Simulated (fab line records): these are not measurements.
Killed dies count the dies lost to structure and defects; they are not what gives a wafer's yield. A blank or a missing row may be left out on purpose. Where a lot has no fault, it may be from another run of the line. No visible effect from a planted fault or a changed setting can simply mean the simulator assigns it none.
Check for tools in common / flow berkeley-cmos170 / 42 wafers sampled across 14 lots

WHAT PROMPTED THE OPENING
At UCB170_PVT_TW_MEAS_09 the reading PVT_TW is flagged on 2 of 14 lots. Fault-free wafers read 505.9, with a standard deviation of 2.5.
Rule: a lot is flagged in two cases, either no wafer of it has a number, or all its wafers with numbers fall more than 4 standard deviations from that mean. All remaining lots are regarded as sound.

lot=L379; measured=day 5 16:10; on=film-metro-04; PVT_TW, wafer by wafer=503.5 508.3 507.4; flag=
lot=L381; measured=day 5 16:32; on=film-metro-03; PVT_TW, wafer by wafer=508.1 505.9 505.8; flag=
lot=L380; measured=day 5 16:37; on=film-metro-04; PVT_TW, wafer by wafer=509.3 509.2 507.6; flag=
lot=L378; measured=day 5 16:54; on=film-metro-01; PVT_TW, wafer by wafer=502.2 502.3 501.0; flag=
lot=L384; measured=day 6 08:52; on=film-metro-04; PVT_TW, wafer by wafer=507.6 504.0 507.9; flag=
lot=L383; measured=day 6 10:02; on=film-metro-01; PVT_TW, wafer by wafer=503.2 503.5 500.9; flag=
lot=L385; measured=day 6 17:49; on=film-metro-03; PVT_TW, wafer by wafer=509.2 507.2 507.2; flag=
lot=L386; measured=day 6 18:31; on=film-metro-04; PVT_TW, wafer by wafer=506.3 504.4 506.3; flag=
lot=L387; measured=day 7 05:29; on=film-metro-01; PVT_TW, wafer by wafer=506.3 504.9 506.0; flag=
lot=L389; measured=day 7 13:26; on=film-metro-03; PVT_TW, wafer by wafer=506.9 506.1 502.4; flag=
lot=L392; measured=day 8 01:34; on=film-metro-04; PVT_TW, wafer by wafer=508.9 511.2 509.2; flag=
lot=L396; measured=day 9 01:08; on=film-metro-01; PVT_TW, wafer by wafer=479.9 477.5 476.8; flag=FLAGGED
lot=L395; measured=day 9 02:53; on=film-metro-04; PVT_TW, wafer by wafer=479.1 477.8 482.3; flag=FLAGGED
lot=L401; measured=day 10 05:03; on=film-metro-04; PVT_TW, wafer by wafer=507.7 506.9 507.9; flag=
The numbers of the flagged lots are 478.9 on average: -27.0 against the usual, or -11 standard deviations.

WHICH TOOL EACH LOT WENT THROUGH
The record keeps 1 process step preceding the reading, out of 331 steps on the route. Every cell lists first the tool, next ch and the chambers used by the sampled wafers, and last the start.
lot=L379; flag=; UCB170_PVT_IMPLANT_07=implanter-04 ch 0, day 5 15:55
lot=L381; flag=; UCB170_PVT_IMPLANT_07=implanter-02 ch 0, day 5 16:17
lot=L380; flag=; UCB170_PVT_IMPLANT_07=implanter-01 ch 0, day 5 16:23
lot=L378; flag=; UCB170_PVT_IMPLANT_07=implanter-04 ch 0, day 5 16:41
lot=L384; flag=; UCB170_PVT_IMPLANT_07=implanter-04 ch 0, day 6 08:38
lot=L383; flag=; UCB170_PVT_IMPLANT_07=implanter-04 ch 0, day 6 09:49
lot=L385; flag=; UCB170_PVT_IMPLANT_07=implanter-02 ch 0, day 6 17:35
lot=L386; flag=; UCB170_PVT_IMPLANT_07=implanter-01 ch 0, day 6 18:18
lot=L387; flag=; UCB170_PVT_IMPLANT_07=implanter-01 ch 0, day 7 05:16
lot=L389; flag=; UCB170_PVT_IMPLANT_07=implanter-02 ch 0, day 7 13:11
lot=L392; flag=; UCB170_PVT_IMPLANT_07=implanter-02 ch 0, day 8 01:19
lot=L396; flag=FLAGGED; UCB170_PVT_IMPLANT_07=implanter-04 ch 0, day 9 00:54
lot=L395; flag=FLAGGED; UCB170_PVT_IMPLANT_07=implanter-04 ch 0, day 9 02:40
lot=L401; flag=; UCB170_PVT_IMPLANT_07=implanter-02 ch 0, day 10 04:49
What these steps do:
- UCB170_PVT_IMPLANT_07
- UCB170_PVT_TW_MEAS_09

FLAGGED AGAINST TOTAL, ONE TOOL AT A TIME (gauges that did the reading follow at the end)
step=UCB170_PVT_IMPLANT_07; tool=implanter-01; lots run=3; flagged=0; share of the flagged lots=none; sound lots run after its first flagged lot=-
step=UCB170_PVT_IMPLANT_07; tool=implanter-02; lots run=5; flagged=0; share of the flagged lots=none; sound lots run after its first flagged lot=-
step=UCB170_PVT_IMPLANT_07; tool=implanter-04; lots run=6; flagged=2; share of the flagged lots=all; sound lots run after its first flagged lot=0
step=UCB170_PVT_TW_MEAS_09; tool=film-metro-01; lots run=4; flagged=1; share of the flagged lots=some; sound lots run after its first flagged lot=0
step=UCB170_PVT_TW_MEAS_09; tool=film-metro-03; lots run=3; flagged=0; share of the flagged lots=none; sound lots run after its first flagged lot=-
step=UCB170_PVT_TW_MEAS_09; tool=film-metro-04; lots run=7; flagged=1; share of the flagged lots=some; sound lots run after its first flagged lot=1 (L401)

WHAT THE TABLE PERMITS
1 row of the table ran every flagged lot: implanter-04 at UCB170_PVT_IMPLANT_07.
- implanter-04 at UCB170_PVT_IMPLANT_07: 2 of its 6 lots flagged. Its last sound lot is L383 (day 6 09:49), its first flagged lot L396 (day 9 00:54): a fault that began between those two fits. Its own readings lie more than 4 standard deviations out on every wafer of the flagged lots: beam-energy-keV.
implanter-04 at UCB170_PVT_IMPLANT_07 is the single tool remaining.

WHAT WAS PUT IN BY THE SIMULATOR
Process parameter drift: implanter-04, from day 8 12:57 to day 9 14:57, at UCB170_PVT_IMPLANT_07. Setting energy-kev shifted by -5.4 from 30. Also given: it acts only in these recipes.
Struck lots among those shown: L396, L395. The same result came from the rule above.
